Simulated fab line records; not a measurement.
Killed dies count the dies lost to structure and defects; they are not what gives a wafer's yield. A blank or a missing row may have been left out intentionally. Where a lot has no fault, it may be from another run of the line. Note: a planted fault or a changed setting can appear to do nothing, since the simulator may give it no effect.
Which tool was responsible? :: flow ritCmos :: 7 lots with 21 wafers sampled at 4 steps, on a route of 202 steps

WHAT EACH GAUGE READ, for each wafer
RIT_NLDD_TW_MEAS_10.
lot: L120
measured: day 3 13:31
on: filmMetro-02
NLDD_TW: 2511 2505 2516

lot: L124
measured: day 4 08:50
on: filmMetro-02
NLDD_TW: 2507 2514 2512

lot: L126
measured: day 4 17:27
on: filmMetro-02
NLDD_TW: 2510 2516 2519

lot: L128
measured: day 5 01:39
on: filmMetro-02
NLDD_TW: 2530 2514 2507

lot: L133
measured: day 6 02:39
on: filmMetro-03
NLDD_TW: 2666 2673 2678

lot: L135
measured: day 6 12:15
on: filmMetro-02
NLDD_TW: 2528 2512 2522

lot: L139
measured: day 7 10:27
on: filmMetro-01
NLDD_TW: 2684 2685 2697

TOOL THAT RAN EACH LOT (tool first, then ch and the chambers of the sampled wafers, then the start)
lot: L120
RIT_PWELL_STRIP_09: plasmaAsher-02 ch 0, day 2 15:54
RIT_PRETRO_STRIP_09: plasmaAsher-02 ch 0,1, day 3 00:52
RIT_NLDD_IMPLANT_08: implanter-04 ch 0, day 3 13:13

lot: L124
RIT_PWELL_STRIP_09: plasmaAsher-04 ch 0,1, day 3 11:19
RIT_PRETRO_STRIP_09: plasmaAsher-04 ch 0,1, day 3 19:58
RIT_NLDD_IMPLANT_08: implanter-04 ch 0, day 4 08:31

lot: L126
RIT_PWELL_STRIP_09: plasmaAsher-02 ch 0,1, day 3 19:28
RIT_PRETRO_STRIP_09: plasmaAsher-02 ch 0,1, day 4 04:56
RIT_NLDD_IMPLANT_08: implanter-02 ch 0, day 4 17:10

lot: L128
RIT_PWELL_STRIP_09: plasmaAsher-02 ch 0,1, day 4 07:02
RIT_PRETRO_STRIP_09: plasmaAsher-02 ch 0,1, day 4 15:35
RIT_NLDD_IMPLANT_08: implanter-03 ch 0, day 5 01:20

lot: L133
RIT_PWELL_STRIP_09: plasmaAsher-03 ch 0,1, day 5 07:41
RIT_PRETRO_STRIP_09: plasmaAsher-02 ch 0,1, day 5 16:22
RIT_NLDD_IMPLANT_08: implanter-03 ch 0, day 6 02:20

lot: L135
RIT_PWELL_STRIP_09: plasmaAsher-02 ch 0,1, day 5 16:33
RIT_PRETRO_STRIP_09: plasmaAsher-01 ch 0,1, day 6 01:13
RIT_NLDD_IMPLANT_08: implanter-04 ch 0, day 6 11:56

lot: L139
RIT_PWELL_STRIP_09: plasmaAsher-03 ch 0,1, day 6 13:28
RIT_PRETRO_STRIP_09: plasmaAsher-01 ch 0,1, day 6 22:01
RIT_NLDD_IMPLANT_08: implanter-03 ch 0, day 7 10:07
- RIT_PWELL_STRIP_09: strips in O2, time 180 s.
- RIT_PRETRO_STRIP_09: strips in O2, time 180 s.
- RIT_NLDD_IMPLANT_08

THE ANSWER, worked out from the rows above alone
Rule: the lots themselves supply what counts as usual. Put in order of their means at a reading, lots are off if they are a third of the lots or fewer, leave a main group of 4 or more, and stand apart from it by a gap of 3 or more times the standard deviation of the main group's means; of several such gaps the widest counts. A main group whose means are all the same, to the digits that the tables above print for the reading, isn't used. Also off: a lot with no number at a reading for which 4 or more lots have one. Where the step has rows for the other lots, those lots are counted as sound.
Off: L133, L139, seen at RIT_NLDD_TW_MEAS_10 (NLDD_TW). Mean 2515 and standard deviation 3.8 in the main group.
If a tool, at a process step before that reading, ran all the lots that are off and no sound lot after the first of them, it fits. Gauges at RIT_NLDD_TW_MEAS_10: tried the same way as those tools. Can't be told from this: 2 tools fit, plasmaAsher-03 at RIT_PWELL_STRIP_09, implanter-03 at RIT_NLDD_IMPLANT_08.

WHAT WAS PUT IN BY THE SIMULATOR
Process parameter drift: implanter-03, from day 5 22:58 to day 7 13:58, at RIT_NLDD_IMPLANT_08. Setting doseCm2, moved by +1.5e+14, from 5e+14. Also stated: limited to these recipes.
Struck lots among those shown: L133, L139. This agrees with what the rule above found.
